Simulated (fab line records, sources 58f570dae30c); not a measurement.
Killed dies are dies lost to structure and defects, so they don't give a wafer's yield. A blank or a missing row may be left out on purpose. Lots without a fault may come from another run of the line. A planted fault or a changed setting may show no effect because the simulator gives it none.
Which tool did it? | flow berkeley_cmos170 | 14 lots, 42 wafers sampled, at 6 steps of a route of 331

WHAT THE GAUGES READ, wafer by wafer
UCB170_PVT_TW_MEAS_09.
lot  | measured     | on            | PVT_TW
L828 | day 6 12:26  | film_metro-04 | 507 504 507
L827 | day 6 13:10  | film_metro-04 | 505 506 506
L826 | day 6 13:53  | film_metro-04 | 508 508 506
L829 | day 6 14:11  | film_metro-03 | 494 496 494
L830 | day 6 23:31  | film_metro-04 | 503 506 503
L831 | day 6 23:48  | film_metro-03 | 496 493 497
L833 | day 7 21:37  | film_metro-03 | 492 493 493
L840 | day 8 09:52  | film_metro-01 | 513 515 512
L842 | day 9 04:13  | film_metro-03 | 492 493 492
L844 | day 9 09:44  | film_metro-04 | 503 507 504
L845 | day 9 09:58  | film_metro-03 | 492 494 497
L846 | day 10 02:50 | film_metro-04 | 506 504 506
L847 | day 10 03:15 | film_metro-03 | 491 490 489
L849 | day 10 21:13 | film_metro-01 | 515 513 512

UCB170_SDANNEAL_RS_MEAS_02: measures by four-point-probe.
lot  | measured     | on            | PSD_RS (ohm/sq)
L828 | day 7 20:51  | film_metro-02 | 75.46 75.57 75.54
L827 | day 7 22:04  | film_metro-04 | 75.67 75.89 76.04
L826 | day 7 22:31  | film_metro-02 | 75.40 75.05 74.88
L829 | day 7 21:41  | film_metro-01 | 75.61 75.76 75.59
L830 | day 8 05:06  | film_metro-02 | 75.87 75.57 75.98
L831 | day 8 05:06  | film_metro-01 | 75.31 75.63 75.26
L833 | day 9 11:10  | film_metro-02 | 75.37 75.19 75.03
L840 | day 10 00:44 | film_metro-02 | 75.13 75.28 75.38
L842 | day 10 07:58 | film_metro-01 | 75.11 76.12 75.99
L844 | day 10 18:11 | film_metro-01 | 75.83 75.61 76.27
L845 | day 10 17:38 | film_metro-02 | 75.29 75.25 75.25
L846 | day 11 08:40 | film_metro-04 | 75.55 75.38 75.71
L847 | day 11 08:16 | film_metro-01 | 75.48 75.79 75.74
L849 | day 12 00:16 | film_metro-02 | 75.79 76.00 75.81

UCB170_SDANNEAL_RS_MEAS_03: measures by four-point-probe.
lot  | measured     | on            | NSD_RS (ohm/sq)
L828 | day 7 20:58  | film_metro-02 | 37.05 37.07 37.06
L827 | day 7 22:11  | film_metro-04 | 37.33 37.28 37.36
L826 | day 7 22:38  | film_metro-02 | 37.18 37.20 37.15
L829 | day 7 21:48  | film_metro-01 | 37.30 37.33 37.31
L830 | day 8 05:13  | film_metro-02 | 37.23 37.05 37.15
L831 | day 8 05:13  | film_metro-01 | 36.35 36.48 36.36
L833 | day 9 11:17  | film_metro-02 | 36.29 36.35 36.39
L840 | day 10 00:51 | film_metro-02 | 37.09 37.09 37.16
L842 | day 10 08:05 | film_metro-01 | 37.19 37.23 37.26
L844 | day 10 18:18 | film_metro-01 | 37.23 37.33 37.42
L845 | day 10 17:46 | film_metro-02 | 37.04 37.15 37.05
L846 | day 11 08:47 | film_metro-04 | 37.36 37.29 37.34
L847 | day 11 08:23 | film_metro-01 | 37.14 37.09 37.30
L849 | day 12 00:23 | film_metro-02 | 37.17 37.23 37.12

WHICH TOOL RAN EACH LOT (tool, then ch and the chambers of the sampled wafers, then the start)
lot  | UCB170_SPACER_CVD_00            | UCB170_NSD_IMPLANT_08           | UCB170_NSD_STRIP_09
L828 | pecvd-04 ch 1,2, day 7 07:15    | implanter-01 ch 0, day 7 18:10  | plasma_asher-04 ch 0,1, day 7 18:19
L827 | pecvd-02 ch 0,1, day 7 08:02    | implanter-03 ch 0, day 7 19:13  | plasma_asher-04 ch 0,1, day 7 19:21
L826 | pecvd-04 ch 0,1,2, day 7 09:25  | implanter-02 ch 0, day 7 19:16  | plasma_asher-02 ch 0,1, day 7 19:25
L829 | pecvd-04 ch 0,1,2, day 7 07:27  | implanter-01 ch 0, day 7 18:53  | plasma_asher-03 ch 0,1, day 7 19:02
L830 | pecvd-04 ch 0,1, day 7 18:14    | implanter-02 ch 0, day 8 01:10  | plasma_asher-03 ch 0,1, day 8 01:19
L831 | pecvd-03 ch 0,2, day 7 18:11    | implanter-01 ch 0, day 8 00:44  | plasma_asher-02 ch 0,1, day 8 00:53
L833 | pecvd-03 ch 0,1, day 8 15:47    | implanter-01 ch 0, day 9 07:56  | plasma_asher-02 ch 0, day 9 08:11
L840 | pecvd-03 ch 0,1, day 9 14:57    | implanter-02 ch 0, day 9 23:17  | plasma_asher-03 ch 0,1, day 9 23:25
L842 | pecvd-04 ch 1,2, day 9 23:01    | implanter-03 ch 0, day 10 05:44 | plasma_asher-03 ch 0,1, day 10 05:51
L844 | pecvd-02 ch 1,2, day 10 04:20   | implanter-02 ch 0, day 10 16:02 | plasma_asher-04 ch 0,1, day 10 16:09
L845 | pecvd-03 ch 0,2, day 10 04:45   | implanter-03 ch 0, day 10 15:07 | plasma_asher-02 ch 0,1, day 10 15:16
L846 | pecvd-02 ch 0,1,2, day 10 23:37 | implanter-02 ch 0, day 11 07:19 | plasma_asher-03 ch 0,1, day 11 07:26
L847 | pecvd-03 ch 0,2, day 10 23:37   | implanter-03 ch 0, day 11 06:55 | plasma_asher-04 ch 0,1, day 11 07:04
L849 | pecvd-04 ch 1,2, day 11 15:32   | implanter-02 ch 0, day 11 22:37 | plasma_asher-02 ch 1, day 11 22:44
- UCB170_SPACER_CVD_00: deposits SiO2 from TEOS/O2, target thk 376 nm, time 47 s.
- UCB170_NSD_IMPLANT_08
- UCB170_NSD_STRIP_09: strips in O2.

WHAT THE TOOLS THEMSELVES READ (means of the sampled wafers that have a number; where no wafer has one, the mark that the record gives instead)
UCB170_SPACER_CVD_00.
lot  | tool     | heater_power_w (W) | rf_fwd_power_W (W)
L828 | pecvd-04 | 213                | 545.5
L827 | pecvd-02 | 261                | 543.2
L826 | pecvd-04 | 231                | 543.1
L829 | pecvd-04 | 208                | 544.8
L830 | pecvd-04 | 209                | 544.6
L831 | pecvd-03 | 292                | 546.5
L833 | pecvd-03 | 300                | 543.8
L840 | pecvd-03 | 317                | 542.1
L842 | pecvd-04 | 251                | 547.2
L844 | pecvd-02 | 241                | 542.6
L845 | pecvd-03 | 314                | 544.2
L846 | pecvd-02 | 269                | 543.8
L847 | pecvd-03 | 312                | 544.5
L849 | pecvd-04 | 200                | 542.4

UCB170_NSD_IMPLANT_08.
lot  | tool         | dose_ions_cm2 | faraday_current_uA
L828 | implanter-01 | 3e+15         | 9269
L827 | implanter-03 | 3e+15         | 9372
L826 | implanter-02 | 3e+15         | 9248
L829 | implanter-01 | 3e+15         | 9152
L830 | implanter-02 | 3e+15         | 9298
L831 | implanter-01 | 3e+15         | 9966
L833 | implanter-01 | 3e+15         | 9914
L840 | implanter-02 | 3e+15         | 9304
L842 | implanter-03 | 3e+15         | 9344
L844 | implanter-02 | 3e+15         | 9012
L845 | implanter-03 | 3e+15         | 9225
L846 | implanter-02 | 3e+15         | 9246
L847 | implanter-03 | 3e+15         | 9233
L849 | implanter-02 | 3e+15         | 9336

UCB170_NSD_STRIP_09.
lot  | tool            | drypump_motor_current_A (A) | oes_product_au (a.u.) | strip_time_to_endpoint_s (s)
L828 | plasma_asher-04 | 6.38                        | 0.533                 | 35.96
L827 | plasma_asher-04 | 6.47                        | 0.533                 | 35.78
L826 | plasma_asher-02 | 6.01                        | 0.531                 | 35.96
L829 | plasma_asher-03 | 5.93                        | 0.532                 | 35.86
L830 | plasma_asher-03 | 5.90                        | 0.535                 | 36.03
L831 | plasma_asher-02 | 5.97                        | 0.528                 | 36.41
L833 | plasma_asher-02 | 6.07                        | 0.529                 | 36.36
L840 | plasma_asher-03 | 5.90                        | 0.533                 | 35.89
L842 | plasma_asher-03 | 6.00                        | 0.535                 | 35.96
L844 | plasma_asher-04 | 6.37                        | 0.537                 | 35.89
L845 | plasma_asher-02 | 6.02                        | 0.530                 | 36.06
L846 | plasma_asher-03 | 5.93                        | 0.531                 | 35.76
L847 | plasma_asher-04 | 6.48                        | 0.537                 | 35.97
L849 | plasma_asher-02 | 5.77                        | 0.536                 | 35.91

THE ANSWER, worked out from the rows above alone
Rule: what is usual is taken from the lots themselves. Put in order of their means at a reading, lots are off if they are a third of the lots or fewer, leave a main group of 4 or more, and stand apart from it by a gap of 3 or more times the standard deviation of the main group's means; of several such gaps the widest counts. A main group whose means are all the same, to the digits that the tables above print for the reading, isn't used. A lot without any number at a reading at which 4 lots or more have one is off too. The other lots that the step has rows for count as sound. The gauges are gone through in route order, then the tools' own readings, and for those a lot's mean is taken as printed above. The first step at which some lot is off is used, and at that step the reading that is off furthest; a lot without a number counts as furthest.
Off: L831, L833, at UCB170_SDANNEAL_RS_MEAS_03 (NSD_RS). The main group: mean 37.20 ohm/sq, standard deviation 0.095.
A tool fits if, at a process step before that reading, it ran every lot that is off, and no sound lot after the first of them. The gauges at UCB170_SDANNEAL_RS_MEAS_03 aren't tried: what is off there is off at UCB170_NSD_IMPLANT_08 too, on other tools, and a gauge's error can't cause that. One fits: implanter-01 at UCB170_NSD_IMPLANT_08. Its last sound lot is L829 (day 7 18:53), its first lot that is off L831 (day 8 00:44): a fault that began between those two fits.
The tool's own readings at UCB170_NSD_IMPLANT_08 bear it out: on the lots that are off they differ by more than 5 times the standard deviation of the sound lots' means. faraday_current_uA reads 9940 there against 9253 on the sound lots.

WHAT THE SIMULATOR HAD PUT IN
Process parameter drift: implanter-01, from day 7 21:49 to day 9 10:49, at UCB170_NSD_IMPLANT_08. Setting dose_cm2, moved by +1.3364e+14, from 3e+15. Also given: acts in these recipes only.
Lots struck among those shown: L831, L833. The rule above found the same.
